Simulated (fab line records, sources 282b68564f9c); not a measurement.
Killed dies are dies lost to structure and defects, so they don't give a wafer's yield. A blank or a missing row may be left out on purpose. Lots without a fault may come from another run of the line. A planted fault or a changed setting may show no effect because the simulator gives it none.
fab line records | flow rit_cmos
record lots=6 wafers=18 last_day=7
route steps=202 shown NWELL@38 PWELL@39 WELLDRIVE@50 NRETRO@53 M1@202
lots that met no fault: from a run of the same line without faults
start_h: hours from the record's first day to the start of the lot's first wafer shown | wait_h: hours since the lot's step before | " the same as in the row above | L1.1+2: a row that stands for several wafers | - no value, or no start given | * or withheld: withheld | < > ~ a bound
route shown NAME@n: a module of which the file shows steps, and the number in the route of the first | usual: mean/standard deviation of fault-free wafers | same: alike in all rows | chamber/n: place in a boat | sites: the reading at each site | _std_site: their standard deviation | _edge_site: outer sites' mean less inner sites' | radius_mm: how far each site lies from the wafer's centre | mask NAME#n: copy n | behind: the tool/chamber that last shaped the wafer | hold: why the lot was held/for how many hours/how that ended | device: the transistor (n, p or np) that didn't switch | end of line: the same wafers' tests at the end of the route | a step without rows: its recipe alone | killed: dies lost to structure and defects at the first sort, not the wafer's yield | map: a wafer's dies, x killed, . not, _ none there
set.NAME: the setting as run; set.NAME@STEP: as run at that earlier step | model.NAME: the simulator's own value behind a step, which no gauge read
lots at some steps of the route; a table a step, a row a wafer
services: from which hour (start_h, from the record's first day; less than 0 if before it) a tool's chamber was out of use, for how many hours, and why
## steps
# step RIT_NWELL_TW_MEAS_10
# usual NWELL_TW=2128/25
# columns lot.wafer tool chamber start_h wait_h NWELL_TW
L877.1 film_metro-02 - 49.04 0.1 2162
L877.3 " - " " 2162
L877.4 " - " " 2149
L879.1 film_metro-04 - 57.22 0.3 2156
L879.2 " - " " 2146
L879.4 " - " " 2156
L881.3 film_metro-04 - 71.35 0.1 2156
L881.4 " - " " 2155
L881.6 " - " " 2150
L882.1 film_metro-01 - 72.32 0.1 2096
L882.4 " - " " 2100
L882.6 " - " " 2099
L884.3 film_metro-02 - 83.47 0.1 2138
L884.4 " - " " 2138
L884.5 " - " " 2142
L891.1 film_metro-01 - 116.58 0.1 2089
L891.4 " - " " 2095
L891.5 " - " " 2088
# step RIT_PWELL_HMDS_00
# recipe prime_time_s=60 prime_temp_c=140
# step RIT_PWELL_COAT_01
# recipe resist=NOVOLAK spin_rpm=2000 resist_thk_nm=1300
# step RIT_PWELL_SOFTBAKE_02
# recipe resist=NOVOLAK temp_c=90 time_s=60
# step RIT_PWELL_EXPOSE_03
# recipe mask_id=M3 na=0.57 target_cd_nm=43700 dose_mj=250
# step RIT_PWELL_PEB_04
# recipe resist=NOVOLAK temp_c=withheld time_s=withheld
# step RIT_PWELL_DEVELOP_05
# recipe resist=NOVOLAK develop_time_s=68 dev_temp_c=23
# step RIT_PWELL_OVL_MEAS_06
# usual PWELL_OVL=-0.3/1
# columns lot.wafer tool chamber start_h wait_h PWELL_OVL[nm]
L877.1 overlay-02 - 49.98 - 1.1
L877.3 " - " " 0.1
L877.4 " - " " 0.9
L879.1 overlay-01 - 58.41 - -1.3
L879.2 " - " " -0.6
L879.4 " - " " 1.1
L881.3 overlay-01 - 72.28 - 0.5
L881.4 " - " " 0.6
L881.6 " - " " 1.5
L882.1 overlay-01 - 73.27 - -1.0
L882.4 " - " " -1.5
L882.6 " - " " -0.6
L884.3 overlay-01 - 84.52 - 0.4
L884.4 " - " " 0.0
L884.5 " - " " 1.2
L891.1 overlay-01 - 117.65 - -1.3
L891.4 " - " " -0.3
L891.5 " - " " -1.0
# step RIT_PWELL_HARDBAKE_07
# recipe resist=NOVOLAK temp_c=140 time_s=120
# step RIT_PWELL_IMPLANT_08
# recipe species=B energy_kev=171.1 dose_cm2=7e+13 tilt_deg=7
# step RIT_PWELL_STRIP_09
# recipe chemistry=O2 time_s=180 resist=NOVOLAK platen_temp_c=withheld power_w=500 pressure_mtorr=4000 o2_flow_sccm=4000
# usual drypump_motor_current_A=5.7/0.31
# columns lot.wafer tool chamber start_h wait_h drypump_motor_current_A rf_hours_counter_h
L877.1 plasma_asher-03 0 50.42 0.1 5.7 40
L877.3 " 1 " " 6.0 -
L877.4 " 0 " " 5.7 -
L879.1 plasma_asher-02 0 58.84 0.1 5.7 42
L879.2 " 1 " " 5.9 42
L879.4 " 1 " " 5.9 -
L881.3 plasma_asher-04 0 72.77 0.1 5.0 -
L881.4 " 1 " " 5.6 -
L881.6 " 1 " " 5.6 -
L882.1 plasma_asher-04 1 73.71 0.1 5.6 28
L882.4 " 1 " " 5.6 -
L882.6 " 0 " " 5.0 -
L884.3 plasma_asher-03 1 85.01 0.1 6.0 -
L884.4 " 0 " " 5.7 -
L884.5 " 0 " " 5.7 -
L891.1 plasma_asher-03 0 118.08 0.1 5.7 48
L891.4 " 0 " " 5.7 -
L891.5 " 1 " " 6.0 -
# step RIT_PWELL_TW_MEAS_10
# usual PWELL_TW=946/12
# columns lot.wafer tool chamber start_h wait_h PWELL_TW
L877.1 film_metro-04 - 50.59 0.1 953
L877.3 " - " " 952
L877.4 " - " " 956
L879.1 film_metro-04 - 59.02 0.1 957
L879.2 " - " " 960
L879.4 " - " " 957
L881.3 film_metro-01 - 72.90 0.1 929
L881.4 " - " " 930
L881.6 " - " " 930
L882.1 film_metro-01 - 73.89 0.1 932
L882.4 " - " " 925
L882.6 " - " " 931
L884.3 film_metro-04 - 85.14 0.1 947
L884.4 " - " " 943
L884.5 " - " " 949
L891.1 film_metro-01 - 118.26 0.1 929
L891.4 " - " " 935
L891.5 " - " " 934
# step RIT_WELLDRIVE_ANNEAL_00
# recipe temp_c=1100 time_s=14700 ambient=N2
# usual spike_tc_centre_C=1102.1/1.2 spike_tc_load_C=1127.5/2.8 spike_tc_source_C=1126.3/1.1 tube_center_temp_C=1100/0.11 tube_center_temp_C_max=1102.9/0.43
# columns lot.wafer tool chamber start_h wait_h spike_tc_centre_C spike_tc_load_C spike_tc_source_C tube_center_temp_C tube_center_temp_C_max
L877.1 furnace-01 0 51.89 1.3 1102.8 1130.1 1126.3 1099.8 1102.4
L877.3 " 0 " " 1102.3 1129.1 1125.3 1100 1102.8
L877.4 " 0 " " 1103.2 1130.0 1127.3 1099.9 1103.1
L879.1 furnace-04 0 60.87 1.8 1101.6 1123.0 1125.9 1100 1102.9
L879.2 " 0 " " 1100.2 1124.3 1125.8 1100.1 1103.7
L879.4 " 0 " " 1102.1 1124.4 1127.2 1100 1102.5
L881.3 furnace-01 0 74.56 1.6 1043.1 1070.7 1066.8 1039.9 1043.7
L881.4 " 0 " " 1041.5 1069.8 1065.9 1039.8 1043.2
L881.6 " 0 " " 1040.7 1067.9 1066.5 1040 1042.7
L882.1 furnace-01 0 74.56 0.7 1042.8 1069.4 1066.4 1040 1043.8
L882.4 " 0 " " 1042.9 1067.3 1065.9 1040.1 1042.5
L882.6 " 0 " " 1042.4 1070.0 1066.1 1039.9 1043.0
L884.3 furnace-04 0 86.29 1.1 1101.8 1122.7 1126.9 1100 1102.8
L884.4 " 0 " " 1102.5 1123.0 1126.7 1099.7 1102.1
L884.5 " 0 " " 1101.6 1125.9 1127.7 1100 1103.0
L891.1 furnace-04 0 119.69 1.4 1102.0 1126.0 1123.9 1100.2 1103.4
L891.4 " 0 " " 1100.0 1123.6 1126.1 1100 1102.8
L891.5 " 0 " " 1101.7 1125.6 1125.6 1099.9 1102.4
# step RIT_WELLDRIVE_RS_MEAS_01
# recipe thk_meas_gauge=four-point-probe
# usual NWELL_RS=275.5/0.7
# columns lot.wafer tool chamber start_h wait_h NWELL_RS[ohm/sq]
L877.1 film_metro-04 - 56.98 0.0 275.4
L877.3 " - " " 275.3
L877.4 " - " " 275.5
L879.1 film_metro-02 - 65.95 0.0 274.6
L879.2 " - " " 275.1
L879.4 " - " " 275.8
L882.1 film_metro-04 - 79.64 0.0 346.2
L882.4 " - " " 346.3
L882.6 " - " " 345.7
L881.3 film_metro-01 - 79.68 0.0 346.1
L881.4 " - " " 344.7
L881.6 " - " " 346.3
L884.3 film_metro-02 - 91.41 0.0 275.9
L884.4 " - " " 275.8
L884.5 " - " " 275.5
L891.1 film_metro-01 - 124.77 0.0 275.9
L891.4 " - " " 276.6
L891.5 " - " " 275.0
# step RIT_WELLDRIVE_RS_MEAS_02
# recipe thk_meas_gauge=four-point-probe
# usual PWELL_RS=429.3/1.2
# columns lot.wafer tool chamber start_h wait_h PWELL_RS[ohm/sq]
L877.1 film_metro-04 - 57.10 0.1 428.3
L877.3 " - " " 429.1
L877.4 " - " " 428.6
L879.1 film_metro-02 - 66.07 0.1 427.4
L879.2 " - " " 429.4
L879.4 " - " " 428.7
L882.1 film_metro-04 - 79.76 0.1 495.6
L882.4 " - " " 495.7
L882.6 " - " " 495.5
L881.3 film_metro-01 - 79.80 0.1 495.1
L881.4 " - " " 494.9
L881.6 " - " " 495.5
L884.3 film_metro-02 - 91.53 0.1 429.0
L884.4 " - " " 430.0
L884.5 " - " " 430.0
L891.1 film_metro-01 - 124.89 0.1 430.5
L891.4 " - " " 430.0
L891.5 " - " " 429.8
# step RIT_NRETRO_HMDS_00
# recipe prime_time_s=60 prime_temp_c=140
# step RIT_M1_PROBE_99
# usual killed_at_contacts=0.1/0.31 killed_at_front_end=8/3.1 killed_dies=8/3.2 killed_open=3.9/2.2 killed_short=3.8/2.1
# same gross_dies=264 killed_at_M0_to_M3=0 killed_at_M4_up=0 killed_at_back_side=0 killed_at_other=0
# columns lot.wafer tool chamber start_h wait_h killed_at_contacts killed_at_front_end killed_dies killed_open killed_short model.etest.pmos_0p3.r_on_ohm_um model.etest.pmos_turned.r_on_ohm_um model.etest.pmos_0p15.r_on_ohm_um model.etest.nwell_pinched.rs_ohm_sq model.etest.pwell.rs_ohm_sq model.etest.pwell_pinched.rs_ohm_sq model.etest.pmos_0p15.drive_ua_um model.etest.pmos_turned.drive_ua_um
L877.1 prober-02 - 89.03 0.1 1 4 5 1 4 6419 3591 2837 345.3 412.6 464.5 247.8 177.3
L877.3 prober-02 - 89.13 0.2 0 8 8 4 4 6392 3497 2767 329.1 414.9 448 252.4 178.7
L877.4 prober-02 - 89.18 0.2 0 4 4 3 1 6518 3629 2863 345.9 410.8 455.9 246.4 175.9
L879.1 prober-01 - 99.05 0.1 0 6 6 3 3 6467 3451 2819 338.5 416.4 459.7 248.7 186.5
L879.2 prober-01 - 99.10 0.1 0 5 5 4 1 6450 3424 2775 336.5 417.4 456.6 253.2 191
L879.4 prober-01 - 99.20 0.2 0 8 8 2 6 6481 3463 2838 341.4 419.3 466.8 249.6 189.8
L881.3 prober-01 - 110.74 0.2 0 5 5 4 1 6946 3949 3123 512.9 482.1 517.8 210.2 150.7
L881.4 prober-01 - 110.79 0.2 0 13 13 9 4 7030 3935 3112 508.5 478.2 520.1 212 151.8
L881.6 prober-01 - 110.89 0.2 2 8 10 6 4 7024 3910 3069 512.4 488 522.3 216.3 150.7
L882.1 prober-02 - 112.75 0.1 0 0 0 0 0 6919 3847 3026 499.4 487.6 528 215.6 154.7
L882.4 prober-02 - 112.90 0.2 0 7 7 4 3 6922 3893 3076 502.5 479.4 522.8 212.7 152.7
L882.6 prober-02 - 113.00 0.2 0 8 8 4 4 6717 3756 3022 505.3 479 527.4 220.7 160.4
L884.3 prober-02 - 122.51 0.2 0 9 9 4 5 6299 3476 2811 340.9 407.8 459.3 252.3 188.8
L884.4 prober-02 - 122.56 0.2 0 6 6 4 2 6323 3554 2874 343.1 410.4 459.6 247.2 183
L884.5 prober-02 - 122.61 0.2 1 13 14 6 8 6234 3526 2816 342.5 412.8 463 251.9 187.6
L891.1 prober-01 - 156.98 0.1 0 3 3 1 2 6318 3330 2724 337.4 417.9 462 256.9 196.7
L891.4 prober-01 - 157.13 0.2 0 9 9 5 4 6362 3355 2722 337.9 415.6 456.8 257.4 196
L891.5 prober-01 - 157.18 0.2 0 12 12 2 10 6336 3320 2755 339.6 417.9 461.2 256.9 198
# killed by level:class
L877.1 REOX:geometric_particle:short=2 FOX1:geometric_particle:open=1 GATE:geometric_particle:short=1 CONTACT:geometric_particle:short=1
L877.3 FOX2:geometric_particle:short=2 GATE:geometric_particle:open=2 FOX1:geometric_particle:open=1 GATE:geometric_particle:short=1 SPACER:geometric_particle:short=1 SPACER:geometric_particle:open=1
L877.4 SPACER:geometric_particle:open=2 FOX1:geometric_particle:open=1 SPACER:geometric_particle:short=1
L879.1 FOX2:geometric_particle:short=1 GATE:geometric_particle:short=1 GATE:geometric_particle:open=1 SPACER:geometric_particle:open=1 SILICIDE:geometric_particle:open=1 SILICIDE:geometric_particle:short=1
L879.2 GATE:geometric_particle:open=2 REOX:geometric_particle:open=1 SPACER:geometric_particle:open=1 SILICIDE:geometric_particle:short=1
L879.4 REOX:geometric_particle:short=2 SPACER:geometric_particle:short=2 FOX1:geometric_particle:open=1 FOX2:geometric_particle:short=1 GATE:geometric_particle:short=1 SPACER:geometric_particle:open=1
L881.3 GATE:geometric_particle:open=3 FOX2:geometric_particle:open=1 GATE:geometric_particle:short=1
L881.4 GATE:geometric_particle:open=4 FOX1:geometric_particle:open=2 SPACER:geometric_particle:short=2 SILICIDE:geometric_particle:open=2 FOX2:geometric_particle:open=1 GATE:geometric_particle:short=1 SILICIDE:geometric_particle:short=1
L881.6 GATE:geometric_particle:open=4 FOX1:geometric_particle:short=1 GATE:geometric_particle:short=1 SPACER:geometric_particle:open=1 SILICIDE:geometric_particle:short=1 CONTACT:geometric_particle:open=1 CONTACT:geometric_particle:short=1
L882.1
L882.4 SPACER:geometric_particle:open=2 FOX1:geometric_particle:short=1 FOX1:geometric_particle:open=1 GATE:geometric_particle:short=1 SPACER:geometric_particle:short=1 SILICIDE:geometric_particle:open=1
L882.6 FOX1:geometric_particle:short=2 SPACER:geometric_particle:open=2 FOX1:geometric_particle:open=1 GATE:geometric_particle:short=1 GATE:geometric_particle:open=1 SPACER:geometric_particle:short=1
L884.3 SPACER:geometric_particle:short=4 GATE:geometric_particle:open=2 SILICIDE:geometric_particle:open=2 GATE:geometric_particle:short=1
L884.4 GATE:geometric_particle:open=2 REOX:geometric_particle:open=1 REOX:geometric_particle:short=1 SPACER:geometric_particle:short=1 SILICIDE:geometric_particle:open=1
L884.5 FOX2:geometric_particle:short=3 FOX2:geometric_particle:open=2 GATE:geometric_particle:short=2 GATE:geometric_particle:open=2 SILICIDE:geometric_particle:open=2 FOX1:geometric_particle:short=1 SPACER:geometric_particle:short=1 CONTACT:geometric_particle:short=1
L891.1 FOX1:geometric_particle:open=1 FOX1:geometric_particle:short=1 SPACER:geometric_particle:short=1
L891.4 GATE:geometric_particle:open=3 SPACER:geometric_particle:short=2 FOX1:geometric_particle:open=1 FOX1:geometric_particle:short=1 GATE:geometric_particle:short=1 SPACER:geometric_particle:open=1
L891.5 GATE:geometric_particle:short=6 FOX1:geometric_particle:short=2 FOX2:geometric_particle:short=1 FOX2:geometric_particle:open=1 GATE:geometric_particle:open=1 SPACER:geometric_particle:short=1
## services
# columns tool chamber start_h hours kind
furnace-04 - 29.45 3.9 pm
furnace-04 - 54.69 2.9 pm
furnace-01 - 56.98 3.1 pm
plasma_asher-02 - 72.75 2.8 pm
## key
first_sign step=RIT_WELLDRIVE_ANNEAL_00 reading=tube_center_temp_C direction=down sigmas=99+ usual=* struck=*
effect step=RIT_WELLDRIVE_ANNEAL_00 reading=tube_center_temp_C_max direction=down sigmas=99+ usual=* struck=*
effect step=RIT_WELLDRIVE_RS_MEAS_01 reading=NWELL_RS direction=up sigmas=99+ usual=275.5 struck=345.9
effect step=RIT_WELLDRIVE_RS_MEAS_02 reading=PWELL_RS direction=up sigmas=57 usual=429.3 struck=495.4
model_effect step=RIT_M1_PROBE_99 value=etest.pmos_0p3.r_on_ohm_um without=6239 struck=6926
met_at RIT_WELLDRIVE_ANNEAL_00
struck_wafers L881.3,L881.4,L881.6,L882.1,L882.4,L882.6
tester_left_out L881,L882
onset_between 51.89 74.56
fault kind=process_parameter_drift tool=furnace-01 chamber=- onset_h=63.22 steps=RIT_WELLDRIVE_ANNEAL_00 channel=temp_c offset=* shape=step end_h=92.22 acts_in=* stated=*
# tester_left_out: of these lots the tester's yield and bins aren't shown, on N5 and GAA mostly nor the transistor test; their killed dies are dies lost to structure and defects alone, not to doping, threshold or leakage, so they don't give the yield
